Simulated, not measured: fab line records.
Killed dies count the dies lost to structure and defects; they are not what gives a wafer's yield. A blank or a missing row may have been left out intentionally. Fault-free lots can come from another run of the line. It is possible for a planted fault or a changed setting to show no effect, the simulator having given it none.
fab line records -- flow ritCmos
record: lots: 15, wafers: 45, lastDay: 7
route steps=202 shown ACTIVE@2
lots that met no fault: from a run of the same line without faults
startH: start of the lot's first displayed wafer, in hours after the record's first day -- waitH: hours from the lot's prior step to this one -- " as in the row above -- L1.1+2: a row that stands for several wafers -- - no value, or no start given -- * or withheld: withheld -- < > ~ a bound
route shown NAME@n: a module of which the file shows steps, and the number in the route of the first -- usual: mean and standard deviation over wafers with no fault -- same: alike in all rows -- chamber/n: place in a boat -- sites: the reading at each site -- _std_site: the standard deviation of these -- _edge_site: the outer-site mean with the inner-site mean subtracted -- radiusMm: how far each site lies from the wafer's centre -- mask NAME#n: copy n -- behind: the most recent tool/chamber to have shaped the wafer -- hold: cause of the lot's hold/its duration in hours/its outcome -- device: the transistor (n, p or np) that didn't switch -- end of line: tests of these same wafers at the route's end -- a step with no rows: only its recipe -- killed: at the first sort, the dies lost to defects and structure; wafer yield is something else -- map: a wafer's dies, x killed, . not, _ none there
set.NAME: the run value of the setting; set.NAME@STEP: its run value at that earlier step -- model.NAME: the simulator's own value behind a step, which no gauge read
the route's steps for a sample of lots (tables are steps, rows are wafers)
services: a tool's chamber out of use, with start hour (startH, from the record's first day; less than 0 if before it), hours out, and reason
== steps ==
step: RIT_ACTIVE_OXIDATION_01
recipe: tempC: 1000, ambient: O2, targetThkA: 468, oxTimeS: 3360
usual: zonePowerLoadPct: 34.4/0.78, zonePowerSourcePct: 34.0/0.74
lot.wafer,tool,chamber,startH,waitH,zonePowerLoadPct,zonePowerSourcePct
L299.1,furnace-03,0,12.47,2.4,35.1,33.5
L299.3,furnace-03,0,12.47,2.4,34.9,33.3
L299.6,furnace-03,0,12.47,2.4,35.1,33.5
L300.1,furnace-01,0,20.73,5.7,33.7,35.0
L300.3,furnace-01,0,20.73,5.7,33.5,34.3
L300.6,furnace-01,0,20.73,5.7,32.9,35.0
L301.2,furnace-01,0,20.73,0.7,33.5,34.3
L301.5,furnace-01,0,20.73,0.7,33.8,33.8
L301.6,furnace-01,0,20.73,0.7,33.4,34.1
L302.4,furnace-03,0,25.44,0.4,34.8,33.3
L302.5,furnace-03,0,25.44,0.4,35.1,33.5
L302.6,furnace-03,0,25.44,0.4,34.6,33.3
L304.1,furnace-01,0,35.12,0.1,33.8,35.3
L304.3,furnace-01,0,35.12,0.1,33.6,35.0
L304.6,furnace-01,0,35.12,0.1,33.2,34.1
L305.1,furnace-01,0,40.12,0.1,33.9,34.7
L305.3,furnace-01,0,40.12,0.1,33.6,34.6
L305.5,furnace-01,0,40.12,0.1,32.8,34.9
L308.1,furnace-01,0,56.01,1.0,33.8,35.2
L308.4,furnace-01,0,56.01,1.0,33.3,34.7
L308.6,furnace-01,0,56.01,1.0,33.6,34.6
L310.3,furnace-01,0,67.82,2.8,33.6,34.9
L310.4,furnace-01,0,67.82,2.8,34.0,34.8
L310.5,furnace-01,0,67.82,2.8,33.8,34.9
L311.1,furnace-03,0,70.12,0.1,33.9,33.2
L311.2,furnace-03,0,70.12,0.1,35.4,33.0
L311.5,furnace-03,0,70.12,0.1,35.1,33.3
L313.1,furnace-01,0,81.13,1.1,33.7,34.8
L313.2,furnace-01,0,81.13,1.1,33.0,34.9
L313.3,furnace-01,0,81.13,1.1,33.6,34.6
L318.1,furnace-04,0,106.52,1.5,35.6,33.9
L318.2,furnace-04,0,106.52,1.5,35.1,33.8
L318.4,furnace-04,0,106.52,1.5,35.1,33.8
L319.3,furnace-04,0,110.12,0.1,35.2,33.9
L319.4,furnace-04,0,110.12,0.1,35.4,33.3
L319.6,furnace-04,0,110.12,0.1,35.3,33.4
L320.2,furnace-03,0,115.71,0.7,35.1,33.4
L320.3,furnace-03,0,115.71,0.7,34.8,34.1
L320.4,furnace-03,0,115.71,0.7,34.4,33.7
L321.2,furnace-04,0,120.12,0.1,34.7,33.2
L321.5,furnace-04,0,120.12,0.1,35.2,33.6
L321.6,furnace-04,0,120.12,0.1,35.0,34.2
L322.1,furnace-03,0,126.80,1.8,35.2,33.5
L322.4,furnace-03,0,126.80,1.8,35.5,33.7
L322.6,furnace-03,0,126.80,1.8,34.4,33.2
step: RIT_ACTIVE_THK_MEAS_02
recipe: reads: SiO2_of_ACTIVE_OXIDATION_01
usual: ACTIVE_OXIDE_THK: 46.6/0.8
lot.wafer,tool,chamber,startH,waitH,ACTIVE_OXIDE_THK[nm]
L299.1,filmMetro-02,-,14.40,0.0,45.5
L299.3,filmMetro-02,-,14.40,0.0,46.5
L299.6,filmMetro-02,-,14.40,0.0,46.0
L300.1,filmMetro-03,-,22.66,0.0,46.8
L300.3,filmMetro-03,-,22.66,0.0,47.0
L300.6,filmMetro-03,-,22.66,0.0,46.9
L301.2,filmMetro-02,-,22.67,0.0,46.0
L301.5,filmMetro-02,-,22.67,0.0,46.4
L301.6,filmMetro-02,-,22.67,0.0,47.1
L302.4,filmMetro-03,-,27.41,0.0,45.7
L302.5,filmMetro-03,-,27.41,0.0,46.4
L302.6,filmMetro-03,-,27.41,0.0,46.7
L304.1,filmMetro-04,-,37.05,0.0,47.9
L304.3,filmMetro-04,-,37.05,0.0,47.7
L304.6,filmMetro-04,-,37.05,0.0,47.3
L305.1,filmMetro-03,-,42.05,0.0,46.8
L305.3,filmMetro-03,-,42.05,0.0,47.4
L305.5,filmMetro-03,-,42.05,0.0,47.3
L308.1,filmMetro-04,-,57.94,0.0,60.9
L308.4,filmMetro-04,-,57.94,0.0,60.8
L308.6,filmMetro-04,-,57.94,0.0,60.7
L310.3,filmMetro-03,-,69.78,0.0,60.3
L310.4,filmMetro-03,-,69.78,0.0,60.1
L310.5,filmMetro-03,-,69.78,0.0,61.0
L311.1,filmMetro-04,-,72.05,0.0,47.1
L311.2,filmMetro-04,-,72.05,0.0,47.6
L311.5,filmMetro-04,-,72.05,0.0,46.8
L313.1,filmMetro-03,-,83.06,0.0,61.5
L313.2,filmMetro-03,-,83.06,0.0,61.0
L313.3,filmMetro-03,-,83.06,0.0,60.8
L318.1,filmMetro-02,-,108.45,0.0,46.1
L318.2,filmMetro-02,-,108.45,0.0,46.3
L318.4,filmMetro-02,-,108.45,0.0,46.3
L319.3,filmMetro-03,-,112.07,0.0,47.0
L319.4,filmMetro-03,-,112.07,0.0,47.4
L319.6,filmMetro-03,-,112.07,0.0,46.8
L320.2,filmMetro-02,-,117.65,0.0,45.6
L320.3,filmMetro-02,-,117.65,0.0,46.3
L320.4,filmMetro-02,-,117.65,0.0,46.2
L321.2,filmMetro-02,-,122.06,0.0,47.6
L321.5,filmMetro-02,-,122.06,0.0,47.3
L321.6,filmMetro-02,-,122.06,0.0,47.0
L322.1,filmMetro-03,-,128.74,0.0,46.9
L322.4,filmMetro-03,-,128.74,0.0,45.5
L322.6,filmMetro-03,-,128.74,0.0,45.8
== services ==
tool,chamber,startH,hours,kind
furnace-01,-,-8.80,2.8,pm
furnace-04,-,4.27,21.9,pm
furnace-03,-,14.40,2.9,pm
furnace-04,-,26.12,3.6,pm
furnace-03,-,50.70,3.2,pm
== key ==
firstSign: step: RIT_ACTIVE_THK_MEAS_02, reading: ACTIVE_OXIDE_THK, direction: up, sigmas: 18, usual: 46.6, struck: 60.8
effect none on later readings
metAt RIT_ACTIVE_OXIDATION_01
struckLots L308,L310,L313
testerLeftOut L308,L310,L313
onsetBetween 40.12 56.01
fault: kind: processParameterDrift, tool: furnace-01, chamber: -, onsetH: 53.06, steps: RIT_ACTIVE_OXIDATION_01, channel: oxTimeS, offset: *, shape: step, endH: 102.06, actsIn: *, stated: *
testerLeftOut: of these lots the tester's yield and bins aren't shown, on N5 and GAA mostly nor the transistor test; their killed dies are dies lost to structure and defects alone, not to doping, threshold or leakage, so they don't give the yield
